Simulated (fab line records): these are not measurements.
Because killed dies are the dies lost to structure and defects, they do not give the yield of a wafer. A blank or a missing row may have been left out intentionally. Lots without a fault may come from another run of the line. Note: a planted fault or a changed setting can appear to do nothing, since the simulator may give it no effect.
What tool caused it?	flow berkeley-cmos170	Sampling: 14 lots, 42 wafers, 6 of 331 route steps

## WHAT THE GAUGES SHOWED, per wafer
UCB170_NWELL_THK_MEAS_05.
lot	measured	on	NWELL_NITRIDE_THK (nm)
L940	day 2 14:49	film-metro-03	226.6 228.1 228.1
L941	day 2 14:49	film-metro-02	224.2 222.5 222.3
L942	day 2 22:19	film-metro-02	219.6 223.2 220.5
L943	day 2 22:19	film-metro-03	225.5 224.1 224.5
L944	day 3 09:31	film-metro-03	227.5 226.7 225.7
L945	day 3 17:41	film-metro-04	223.8 223.1 224.0
L946	day 3 17:41	film-metro-02	226.4 224.2 224.7
L947	day 3 21:47	film-metro-04	222.4 220.9 220.3
L953	day 5 05:01	film-metro-04	166.6 166.8 165.8
L954	day 5 12:16	film-metro-04	167.4 166.3 165.5
L957	day 6 06:19	film-metro-03	227.0 226.0 225.6
L958	day 6 06:20	film-metro-04	224.9 223.5 226.8
L962	day 7 06:46	film-metro-03	224.1 223.9 223.3
L963	day 7 06:46	film-metro-02	224.7 225.8 226.9

UCB170_SACOX_THK_MEAS_02.
lot	measured	on	SACOX_OXIDE_THK (nm)
L940	day 6 01:53	film-metro-04	14.91 14.50 14.76
L941	day 6 01:53	film-metro-01	14.77 14.71 14.71
L942	day 6 14:19	film-metro-01	15.45 15.52 15.29
L943	day 6 14:19	film-metro-04	15.40 15.24 14.96
L944	day 6 14:19	film-metro-02	14.98 14.94 14.79
L945	day 7 08:34	film-metro-02	14.59 14.89 14.81
L946	day 7 08:31	film-metro-01	15.02 15.00 15.19
L947	day 7 08:30	film-metro-02	15.10 15.21 15.38
L953	day 8 21:21	film-metro-04	14.98 15.17 15.15
L954	day 8 21:22	film-metro-01	15.10 15.14 15.12
L957	day 9 12:35	film-metro-04	14.97 15.30 15.12
L958	day 9 12:36	film-metro-02	14.61 14.69 14.83
L962	day 10 16:49	film-metro-02	15.45 15.50 15.52
L963	day 10 07:51	film-metro-04	14.95 14.41 14.72

## WHICH TOOL RAN EACH LOT (tool, then ch and the chambers of the sampled wafers, then the start)
lot	UCB170_NWELL_CVD_04	UCB170_NWELL_ETCH_13	UCB170_NWELL_STRIP_15	UCB170_PWELL_ETCH_14
L940	lpcvd-02 ch 1, day 2 12:53	rie-diel-04 ch 2,3, day 2 15:55	plasma-asher-02 ch 0,1, day 2 16:10	rie-diel-04 ch 0,3, day 3 11:45
L941	lpcvd-02 ch 1, day 2 12:53	rie-diel-02 ch 0,2,3, day 2 16:02	plasma-asher-03 ch 0,1, day 2 16:17	rie-diel-01 ch 0,3, day 3 11:59
L942	lpcvd-02 ch 1, day 2 20:23	rie-diel-02 ch 0,3, day 3 00:10	plasma-asher-03 ch 0,1, day 3 00:25	rie-diel-03 ch 0,3, day 3 22:07
L943	lpcvd-02 ch 1, day 2 20:23	rie-diel-04 ch 0,1,2, day 2 23:32	plasma-asher-02 ch 0,1, day 2 23:47	rie-diel-01 ch 0,1,2, day 3 21:55
L944	lpcvd-01 ch 0, day 3 07:35	rie-diel-01 ch 0,1,3, day 3 10:35	plasma-asher-02 ch 1, day 3 10:50	rie-diel-04 ch 0,3, day 4 03:58
L945	lpcvd-01 ch 0, day 3 15:45	rie-diel-01 ch 0,2, day 3 20:16	plasma-asher-03 ch 0,1, day 3 20:31	rie-diel-04 ch 0,3, day 4 18:28
L946	lpcvd-01 ch 0, day 3 15:45	rie-diel-02 ch 0,2,3, day 3 20:30	plasma-asher-04 ch 0,1, day 3 20:45	rie-diel-01 ch 1,2,3, day 4 18:22
L947	lpcvd-01 ch 0, day 3 19:51	rie-diel-02 ch 0,1,3, day 3 22:52	plasma-asher-04 ch 0,1, day 3 23:08	rie-diel-04 ch 1,2,3, day 4 17:45
L953	lpcvd-02 ch 1, day 5 03:05	rie-diel-01 ch 0,3, day 5 06:05	plasma-asher-02 ch 0,1, day 5 06:20	rie-diel-03 ch 0,2, day 6 07:18
L954	lpcvd-02 ch 0, day 5 10:19	rie-diel-04 ch 0,1,3, day 5 13:58	plasma-asher-03 ch 0,1, day 5 14:13	rie-diel-01 ch 0,1,2, day 6 13:26
L957	lpcvd-01 ch 1, day 6 04:23	rie-diel-04 ch 1,2,3, day 6 07:35	plasma-asher-03 ch 0,1, day 6 07:50	rie-diel-04 ch 0,3, day 7 03:47
L958	lpcvd-01 ch 1, day 6 04:23	rie-diel-01 ch 0,1,3, day 6 07:50	plasma-asher-04 ch 0,1, day 6 08:07	rie-diel-01 ch 0,1, day 7 04:18
L962	lpcvd-01 ch 0, day 7 04:50	rie-diel-01 ch 1,2,3, day 7 07:56	plasma-asher-04 ch 0, day 7 08:11	rie-diel-04 ch 0,2, day 7 23:50
L963	lpcvd-01 ch 0, day 7 04:50	rie-diel-04 ch 0,2,3, day 7 07:51	plasma-asher-03 ch 0,1, day 7 08:06	rie-diel-03 ch 0,3, day 7 23:35
- UCB170_NWELL_CVD_04: deposits Si3N4 from SiH2Cl2/NH3, target thk 224 nm, time 3360 s.
- UCB170_NWELL_ETCH_13: etches Si3N4 in CH3F/Ar/O2, stops on SiO2, target depth 246.4 nm, time 154 s.
- UCB170_NWELL_STRIP_15: strips in O2.
- UCB170_PWELL_ETCH_14: etches Si3N4 in CH3F/Ar/O2, stops on SiO2, target depth 242 nm, time 151 s.

## AS READ BY THE TOOLS THEMSELVES (means over the sampled wafers that have a number; for cases with no such wafer, the mark the record gives instead)
UCB170_NWELL_CVD_04.
lot	tool	nh3-flow-sccm (sccm)	spike-tc-centre-C (C)
L940	lpcvd-02	75.21	802.3
L941	lpcvd-02	75.20	802.7
L942	lpcvd-02	75.08	802.8
L943	lpcvd-02	74.74	804.1
L944	lpcvd-01	75.17	802.1
L945	lpcvd-01	74.92	801.6
L946	lpcvd-01	74.91	802.1
L947	lpcvd-01	75.05	801.2
L953	lpcvd-02	74.85	803.2
L954	lpcvd-02	75.09	801.0
L957	lpcvd-01	74.89	802.3
L958	lpcvd-01	75.01	801.3
L962	lpcvd-01	74.71	802.2
L963	lpcvd-01	75.06	801.6

UCB170_NWELL_ETCH_13.
lot	tool	drypump-motor-current-A (A)	oes-product-au (a.u.)	throttle-valve-pct (%)
L940	rie-diel-04	5.1	0.947	8.21
L941	rie-diel-02	5.9	0.941	7.99
L942	rie-diel-02	5.8	0.918	8.13
L943	rie-diel-04	5.6	0.942	8.05
L944	rie-diel-01	5.5	0.952	8.00
L945	rie-diel-01	5.4	0.948	8.08
L946	rie-diel-02	5.9	0.953	8.01
L947	rie-diel-02	5.6	0.926	8.05
L953	rie-diel-01	5.2	0.799	8.05
L954	rie-diel-04	5.3	0.792	8.07
L957	rie-diel-04	5.4	0.945	8.16
L958	rie-diel-01	5.5	0.947	8.01
L962	rie-diel-01	5.5	0.939	7.92
L963	rie-diel-04	5.4	0.937	8.11

UCB170_NWELL_STRIP_15.
lot	tool	drypump-motor-current-A (A)	o2-flow-sccm (sccm)	oes-product-au (a.u.)	strip-time-to-endpoint-s (s)
L940	plasma-asher-02	5.14	398.9	0.723	18.05
L941	plasma-asher-03	5.17	401.0	0.722	18.03
L942	plasma-asher-03	5.14	399.5	0.716	18.00
L943	plasma-asher-02	5.14	400.5	0.722	18.17
L944	plasma-asher-02	5.05	400.3	0.718	18.02
L945	plasma-asher-03	5.42	400.8	0.726	18.13
L946	plasma-asher-04	5.44	400.7	0.724	18.10
L947	plasma-asher-04	5.44	400.7	0.722	18.06
L953	plasma-asher-02	5.10	400.7	0.717	18.06
L954	plasma-asher-03	5.14	399.8	0.721	17.94
L957	plasma-asher-03	5.16	401.7	0.720	17.87
L958	plasma-asher-04	5.46	400.5	0.719	18.09
L962	plasma-asher-04	5.46	400.1	0.726	18.09
L963	plasma-asher-03	5.43	400.1	0.722	17.98

UCB170_PWELL_ETCH_14.
lot	tool	drypump-motor-current-A (A)	oes-product-au (a.u.)	throttle-valve-pct (%)
L940	rie-diel-04	5.1	0.926	8.12
L941	rie-diel-01	5.2	0.929	8.07
L942	rie-diel-03	5.9	0.942	8.09
L943	rie-diel-01	5.6	0.939	8.00
L944	rie-diel-04	5.1	0.929	8.14
L945	rie-diel-04	5.3	0.930	8.03
L946	rie-diel-01	5.5	0.945	7.92
L947	rie-diel-04	5.4	0.931	8.15
L953	rie-diel-03	6.3	0.948	8.02
L954	rie-diel-01	5.6	0.962	8.00
L957	rie-diel-04	5.1	0.936	8.12
L958	rie-diel-01	5.7	0.939	8.09
L962	rie-diel-04	5.7	0.938	8.06
L963	rie-diel-03	5.9	0.941	8.08

## THE ANSWER, worked out from the rows above alone
Rule: the usual values come from the lots themselves. Put in order of their means at a reading, lots are off if they are a third of the lots or fewer, leave a main group of 4 or more, and stand apart from it by a gap of 3 or more times the standard deviation of the main group's means; of several such gaps the widest counts. A main group whose means are all the same, to the digits that the tables above print for the reading, isn't used. A lot without any number at a reading at which 4 lots or more have one is off too. Where the step has rows for the other lots, those lots are counted as sound. After the gauges, taken in route order, come the tools' own readings; for these a lot's mean is taken, as printed above. At the first step where some lot is off, the reading lying furthest off is the one used; lots without a number count as furthest.
Off: L953, L954, seen at UCB170_NWELL_THK_MEAS_05 (NWELL_NITRIDE_THK). The main group has a mean of 224.5 nm with a standard deviation of 1.9.
If a tool, at a process step before that reading, ran all the lots that are off and no sound lot after the first of them, it fits. The gauges at UCB170_NWELL_THK_MEAS_05 aren't tried: what is off there is off at UCB170_NWELL_ETCH_13 too, on other tools, and a gauge's error can't cause that. One candidate fits, namely lpcvd-02 at UCB170_NWELL_CVD_04. Its last sound lot is L942 (day 2 20:23), its first lot that is off L953 (day 5 03:05): a fault that began between those two fits.

## WHAT WAS PUT IN BY THE SIMULATOR
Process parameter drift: lpcvd-02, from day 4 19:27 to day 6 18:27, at UCB170_NWELL_CVD_04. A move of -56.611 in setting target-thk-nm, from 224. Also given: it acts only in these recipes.
Struck lots among those shown: L953, L954. The rule given above showed the same thing.
